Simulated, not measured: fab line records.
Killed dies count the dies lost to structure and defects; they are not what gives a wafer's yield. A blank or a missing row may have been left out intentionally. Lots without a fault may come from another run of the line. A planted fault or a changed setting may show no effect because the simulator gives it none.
Which of the tools did it? || flow berkeley-cmos170 || 24 lots with 72 wafers sampled at 4 steps, on a route of 331 steps

== WHAT THE GAUGES READ, wafer by wafer ==
UCB170_M1_OVL_MEAS_10. Usual: M1_OVL gives 2 nm (standard deviation 5.6).
{"lot": "L075", "measured": "day 7 07:14", "on": "overlay-02", "M1_OVL (nm)": "-2 2 -2", "flag": ""}
{"lot": "L077", "measured": "day 7 08:35", "on": "overlay-02", "M1_OVL (nm)": "0 3 -2", "flag": ""}
{"lot": "L076", "measured": "day 7 08:53", "on": "overlay-01", "M1_OVL (nm)": "6 17 2", "flag": ""}
{"lot": "L074", "measured": "day 7 09:17", "on": "overlay-02", "M1_OVL (nm)": "0 -1 0", "flag": ""}
{"lot": "L078", "measured": "day 7 20:42", "on": "overlay-02", "M1_OVL (nm)": "1 0 1", "flag": ""}
{"lot": "L079", "measured": "day 8 04:31", "on": "overlay-01", "M1_OVL (nm)": "-1 6 -1", "flag": ""}
{"lot": "L080", "measured": "day 8 04:55", "on": "overlay-01", "M1_OVL (nm)": "0 -8 5", "flag": ""}
{"lot": "L082", "measured": "day 8 21:23", "on": "overlay-02", "M1_OVL (nm)": "-10 3 1", "flag": ""}
{"lot": "L081", "measured": "day 8 21:39", "on": "overlay-01", "M1_OVL (nm)": "2 3 15", "flag": ""}
{"lot": "L083", "measured": "day 9 00:40", "on": "overlay-01", "M1_OVL (nm)": "-12 -5 -5", "flag": ""}
{"lot": "L084", "measured": "day 9 13:13", "on": "overlay-01", "M1_OVL (nm)": "4 -4 -1", "flag": ""}
{"lot": "L085", "measured": "day 9 14:53", "on": "overlay-01", "M1_OVL (nm)": "6 9 14", "flag": ""}
{"lot": "L086", "measured": "day 9 22:41", "on": "overlay-01", "M1_OVL (nm)": "-1 8 0", "flag": ""}
{"lot": "L088", "measured": "day 9 23:33", "on": "overlay-02", "M1_OVL (nm)": "7 -2 -1", "flag": ""}
{"lot": "L087", "measured": "day 10 00:06", "on": "overlay-02", "M1_OVL (nm)": "3 0 6", "flag": ""}
{"lot": "L090", "measured": "day 10 17:50", "on": "overlay-02", "M1_OVL (nm)": "9 -1 -1", "flag": ""}
{"lot": "L089", "measured": "day 10 18:16", "on": "overlay-01", "M1_OVL (nm)": "2 -1 -2", "flag": ""}
{"lot": "L091", "measured": "day 10 18:30", "on": "overlay-02", "M1_OVL (nm)": "-9 7 -9", "flag": ""}
{"lot": "L092", "measured": "day 11 00:40", "on": "overlay-01", "M1_OVL (nm)": "12 3 8", "flag": ""}
{"lot": "L093", "measured": "day 11 13:35", "on": "overlay-02", "M1_OVL (nm)": "-3 -1 -2", "flag": ""}
{"lot": "L094", "measured": "day 11 18:36", "on": "overlay-01", "M1_OVL (nm)": "-2 1 4", "flag": ""}
{"lot": "L095", "measured": "day 11 18:56", "on": "overlay-01", "M1_OVL (nm)": "1 -1 16", "flag": ""}
{"lot": "L096", "measured": "day 11 19:11", "on": "overlay-02", "M1_OVL (nm)": "10 10 4", "flag": ""}
{"lot": "L097", "measured": "day 12 02:50", "on": "overlay-01", "M1_OVL (nm)": "1 3 6", "flag": ""}

UCB170_V1_THK_MEAS_01. Usual: V1_TEOS_THK gives 2011 nm (standard deviation 26).
{"lot": "L075", "measured": "day 7 12:40", "on": "film-metro-02", "V1_TEOS_THK (nm)": "1967 2011 2029", "flag": ""}
{"lot": "L077", "measured": "day 7 12:39", "on": "film-metro-03", "V1_TEOS_THK (nm)": "1997 1993 2011", "flag": ""}
{"lot": "L076", "measured": "day 7 12:40", "on": "film-metro-04", "V1_TEOS_THK (nm)": "1959 2007 2008", "flag": ""}
{"lot": "L074", "measured": "day 7 12:49", "on": "film-metro-04", "V1_TEOS_THK (nm)": "1996 2059 2014", "flag": ""}
{"lot": "L078", "measured": "day 8 03:28", "on": "film-metro-03", "V1_TEOS_THK (nm)": "2003 2029 2043", "flag": ""}
{"lot": "L079", "measured": "day 8 09:28", "on": "film-metro-04", "V1_TEOS_THK (nm)": "2003 2007 2021", "flag": ""}
{"lot": "L080", "measured": "day 8 09:28", "on": "film-metro-02", "V1_TEOS_THK (nm)": "2030 2035 2060", "flag": ""}
{"lot": "L082", "measured": "day 9 02:19", "on": "film-metro-04", "V1_TEOS_THK (nm)": "1984 2007 1988", "flag": ""}
{"lot": "L081", "measured": "day 9 02:20", "on": "film-metro-02", "V1_TEOS_THK (nm)": "1974 2028 2023", "flag": ""}
{"lot": "L083", "measured": "day 9 05:29", "on": "film-metro-02", "V1_TEOS_THK (nm)": "2002 2017 2028", "flag": ""}
{"lot": "L084", "measured": "day 9 18:08", "on": "film-metro-03", "V1_TEOS_THK (nm)": "1970 2027 2006", "flag": ""}
{"lot": "L085", "measured": "day 9 18:08", "on": "film-metro-02", "V1_TEOS_THK (nm)": "1993 1981 2033", "flag": ""}
{"lot": "L086", "measured": "day 10 04:30", "on": "film-metro-03", "V1_TEOS_THK (nm)": "1980 1991 2050", "flag": ""}
{"lot": "L088", "measured": "day 10 04:30", "on": "film-metro-02", "V1_TEOS_THK (nm)": "1980 2005 2001", "flag": ""}
{"lot": "L087", "measured": "day 10 04:30", "on": "film-metro-04", "V1_TEOS_THK (nm)": "2027 2034 2058", "flag": ""}
{"lot": "L090", "measured": "day 10 22:58", "on": "film-metro-02", "V1_TEOS_THK (nm)": "2022 2038 2014", "flag": ""}
{"lot": "L089", "measured": "day 10 22:59", "on": "film-metro-03", "V1_TEOS_THK (nm)": "1953 2003 2015", "flag": ""}
{"lot": "L091", "measured": "day 10 23:01", "on": "film-metro-02", "V1_TEOS_THK (nm)": "2012 2064 2049", "flag": ""}
{"lot": "L092", "measured": "day 11 04:21", "on": "film-metro-03", "V1_TEOS_THK (nm)": "1968 2028 2018", "flag": ""}
{"lot": "L093", "measured": "day 11 18:18", "on": "film-metro-03", "V1_TEOS_THK (nm)": "2010 2000 2031", "flag": ""}
{"lot": "L094", "measured": "day 11 23:20", "on": "film-metro-02", "V1_TEOS_THK (nm)": "1995 2021 2029", "flag": ""}
{"lot": "L095", "measured": "day 11 23:19", "on": "film-metro-03", "V1_TEOS_THK (nm)": "2033 2052 2053", "flag": ""}
{"lot": "L096", "measured": "day 11 23:24", "on": "film-metro-02", "V1_TEOS_THK (nm)": "1976 1982 1986", "flag": ""}
{"lot": "L097", "measured": "day 12 07:55", "on": "film-metro-03", "V1_TEOS_THK (nm)": "2008 2040 2050", "flag": ""}

UCB170_V1_THK_MEAS_04. Usual: V1_POLISHED_THK gives 1000.0 nm (standard deviation 1.1).
{"lot": "L075", "measured": "day 7 13:08", "on": "film-metro-03", "V1_POLISHED_THK (nm)": "999.9 998.6 999.6", "flag": ""}
{"lot": "L077", "measured": "day 7 13:08", "on": "film-metro-02", "V1_POLISHED_THK (nm)": "1000.3 1000.9 999.2", "flag": ""}
{"lot": "L076", "measured": "day 7 13:27", "on": "film-metro-02", "V1_POLISHED_THK (nm)": "999.2 1000.7 1001.8", "flag": ""}
{"lot": "L074", "measured": "day 7 13:26", "on": "film-metro-03", "V1_POLISHED_THK (nm)": "1000.0 997.9 998.7", "flag": ""}
{"lot": "L078", "measured": "day 8 03:56", "on": "film-metro-03", "V1_POLISHED_THK (nm)": "1000.6 1000.8 998.7", "flag": ""}
{"lot": "L079", "measured": "day 8 09:56", "on": "film-metro-03", "V1_POLISHED_THK (nm)": "1000.0 998.1 1000.9", "flag": ""}
{"lot": "L080", "measured": "day 8 09:56", "on": "film-metro-04", "V1_POLISHED_THK (nm)": "1000.7 1000.2 999.8", "flag": ""}
{"lot": "L082", "measured": "day 9 02:47", "on": "film-metro-02", "V1_POLISHED_THK (nm)": "1000.0 1001.4 1000.0", "flag": ""}
{"lot": "L081", "measured": "day 9 02:49", "on": "film-metro-04", "V1_POLISHED_THK (nm)": "998.3 999.4 1001.1", "flag": ""}
{"lot": "L083", "measured": "day 9 05:58", "on": "film-metro-04", "V1_POLISHED_THK (nm)": "999.6 998.7 998.9", "flag": ""}
{"lot": "L084", "measured": "day 9 18:37", "on": "film-metro-03", "V1_POLISHED_THK (nm)": "998.5 999.8 997.4", "flag": ""}
{"lot": "L085", "measured": "day 9 18:37", "on": "film-metro-02", "V1_POLISHED_THK (nm)": "999.4 1000.1 999.7", "flag": ""}
{"lot": "L086", "measured": "day 10 04:59", "on": "film-metro-03", "V1_POLISHED_THK (nm)": "999.7 1000.7 998.6", "flag": ""}
{"lot": "L088", "measured": "day 10 04:59", "on": "film-metro-02", "V1_POLISHED_THK (nm)": "1001.9 1001.3 1002.4", "flag": ""}
{"lot": "L087", "measured": "day 10 05:17", "on": "film-metro-04", "V1_POLISHED_THK (nm)": "1000.6 999.7 999.5", "flag": ""}
{"lot": "L090", "measured": "day 10 23:27", "on": "film-metro-03", "V1_POLISHED_THK (nm)": "1002.1 998.8 999.9", "flag": ""}
{"lot": "L089", "measured": "day 10 23:28", "on": "film-metro-02", "V1_POLISHED_THK (nm)": "1000.0 1001.6 1001.9", "flag": ""}
{"lot": "L091", "measured": "day 10 23:44", "on": "film-metro-03", "V1_POLISHED_THK (nm)": "999.3 998.3 1000.9", "flag": ""}
{"lot": "L092", "measured": "day 11 04:50", "on": "film-metro-03", "V1_POLISHED_THK (nm)": "1000.4 1000.8 1000.1", "flag": ""}
{"lot": "L093", "measured": "day 11 18:47", "on": "film-metro-02", "V1_POLISHED_THK (nm)": "1001.1 1000.4 999.9", "flag": ""}
{"lot": "L094", "measured": "day 12 00:01", "on": "film-metro-02", "V1_POLISHED_THK (nm)": "1001.1 999.9 1000.7", "flag": ""}
{"lot": "L095", "measured": "day 12 00:17", "on": "film-metro-02", "V1_POLISHED_THK (nm)": "1000.5 1000.7 1000.8", "flag": ""}
{"lot": "L096", "measured": "day 12 00:37", "on": "film-metro-03", "V1_POLISHED_THK (nm)": "999.3 1001.7 1000.3", "flag": ""}
{"lot": "L097", "measured": "day 12 08:24", "on": "film-metro-04", "V1_POLISHED_THK (nm)": "1000.6 1000.6 999.2", "flag": ""}

UCB170_M2_CD_MEAS_15: the cd target is 700 nm. Usual: cd-nm 700.0 nm, standard deviation 1.2.
{"lot": "L075", "measured": "day 7 20:39", "on": "cd-sem-01", "cd-nm (nm)": "699.2 699.1 698.9", "flag": ""}
{"lot": "L077", "measured": "day 7 20:28", "on": "cd-sem-01", "cd-nm (nm)": "702.4 701.6 702.0", "flag": ""}
{"lot": "L076", "measured": "day 7 21:11", "on": "cd-sem-02", "cd-nm (nm)": "700.8 700.8 700.3", "flag": ""}
{"lot": "L074", "measured": "day 7 21:23", "on": "cd-sem-02", "cd-nm (nm)": "702.3 701.6 701.3", "flag": ""}
{"lot": "L078", "measured": "day 8 07:47", "on": "cd-sem-02", "cd-nm (nm)": "700.6 700.1 700.3", "flag": ""}
{"lot": "L079", "measured": "day 8 14:59", "on": "cd-sem-01", "cd-nm (nm)": "703.1 701.3 701.4", "flag": ""}
{"lot": "L080", "measured": "day 8 15:07", "on": "cd-sem-02", "cd-nm (nm)": "700.4 700.5 701.8", "flag": ""}
{"lot": "L082", "measured": "day 9 07:34", "on": "cd-sem-02", "cd-nm (nm)": "697.7 698.5 699.2", "flag": ""}
{"lot": "L081", "measured": "day 9 07:19", "on": "cd-sem-01", "cd-nm (nm)": "699.4 701.9 700.8", "flag": ""}
{"lot": "L083", "measured": "day 9 11:16", "on": "cd-sem-02", "cd-nm (nm)": "699.2 700.4 700.1", "flag": ""}
{"lot": "L084", "measured": "day 9 22:41", "on": "cd-sem-02", "cd-nm (nm)": "700.9 701.4 701.5", "flag": ""}
{"lot": "L085", "measured": "day 9 22:55", "on": "cd-sem-01", "cd-nm (nm)": "699.6 699.2 699.6", "flag": ""}
{"lot": "L086", "measured": "day 10 08:40", "on": "cd-sem-01", "cd-nm (nm)": "700.4 700.3 701.1", "flag": ""}
{"lot": "L088", "measured": "day 10 09:07", "on": "cd-sem-02", "cd-nm (nm)": "699.1 698.0 697.0", "flag": ""}
{"lot": "L087", "measured": "day 10 09:23", "on": "cd-sem-02", "cd-nm (nm)": "699.8 700.9 700.4", "flag": ""}
{"lot": "L090", "measured": "day 11 05:46", "on": "cd-sem-02", "cd-nm (nm)": "697.3 697.5 698.5", "flag": ""}
{"lot": "L089", "measured": "day 11 05:59", "on": "cd-sem-01", "cd-nm (nm)": "698.4 699.1 698.2", "flag": ""}
{"lot": "L091", "measured": "day 11 06:10", "on": "cd-sem-02", "cd-nm (nm)": "698.7 698.8 699.6", "flag": ""}
{"lot": "L092", "measured": "day 11 10:58", "on": "cd-sem-01", "cd-nm (nm)": "699.2 699.5 699.0", "flag": ""}
{"lot": "L093", "measured": "day 11 22:27", "on": "cd-sem-01", "cd-nm (nm)": "700.2 699.2 699.3", "flag": ""}
{"lot": "L094", "measured": "day 12 04:08", "on": "cd-sem-01", "cd-nm (nm)": "700.4 701.2 699.4", "flag": ""}
{"lot": "L095", "measured": "day 12 04:47", "on": "cd-sem-02", "cd-nm (nm)": "700.4 703.0 699.2", "flag": ""}
{"lot": "L096", "measured": "day 12 05:05", "on": "cd-sem-01", "cd-nm (nm)": "701.1 700.2 700.1", "flag": ""}
{"lot": "L097", "measured": "day 12 15:14", "on": "cd-sem-02", "cd-nm (nm)": "700.4 699.2 699.8", "flag": ""}

== EACH LOT AND THE TOOL THAT RAN IT (in order: tool; ch and the chambers of the sampled wafers; start) ==
The record holds no process step before these readings.

== WHAT THE TOOLS THEMSELVES READ (means of the sampled wafers that have a number; where no wafer has one, the mark that the record gives instead) ==
The record holds no such reading with a usual standard deviation.

== THE ANSWER, worked out from the rows above alone ==
Rule: a lot counts as off when the mean over its wafers that have a number is more than 3 standard deviations away from the usual mean. Also off: a lot with no number at a reading for which 4 or more lots have one. The other lots that the step has rows for count as sound. After the gauges, taken in route order, come the tools' own readings; for these a lot's mean is taken, as printed above. At the first step where some lot is off, the reading lying furthest off is the one used; lots without a number count as furthest.
Across all readings shown, no lot is off: no conclusion can be drawn from this.

== WHAT HAD BEEN PUT IN BY THE SIMULATOR ==
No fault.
